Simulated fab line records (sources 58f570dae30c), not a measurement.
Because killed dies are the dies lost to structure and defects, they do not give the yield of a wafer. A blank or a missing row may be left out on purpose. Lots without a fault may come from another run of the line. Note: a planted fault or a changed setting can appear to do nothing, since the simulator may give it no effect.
Chamber matching    flow berkeley cmos170    UCB170_M3_ETCH_17 on rie diel-04 has 4 sister chambers
The step etches BARC in N2/H2. 4 wafers are shown with their chamber, then 7 later ones without.

WAFERS, EACH WITH ITS CHAMBER
wafer   chamber  drypump motor current A (A)
L322.6  3        6.8
L326.5  2        5.8
L331.4  1        6.0
L331.5  0        5.3

WAFERS WITH NO CHAMBER GIVEN
wafer   drypump motor current A (A)
L331.6  6.8
L336.1  5.8
L336.3  6.1
L336.6  6.1
L335.3  5.3
L335.4  6.1
L335.5  5.3

CHAMBER TAKEN BY EACH
wafer   from the rows above  in truth
L331.6  3                    3
L336.1  2                    2
L336.3  1                    1
L336.6  1                    1
L335.3  0                    0
L335.4  1                    1
L335.5  0                    0
Correctly placed: 7 of 7. Number that these rows cannot place: 0. Wrongly placed: 0.
How it was worked out, from the rows above alone: a wafer's distance from a chamber is the root of the sum, over the readings, of the square of ((its reading less the chamber's mean) divided by the reading's scatter). If the next closest chamber is less than 2 further off than the closest, the wafer can't be placed; otherwise it belongs to the closest. The mean given for a chamber averages the wafers shown for that chamber. The scatter: root of mean squared gap, hidden wafer to nearest shown wafer, with one shown wafer a chamber.
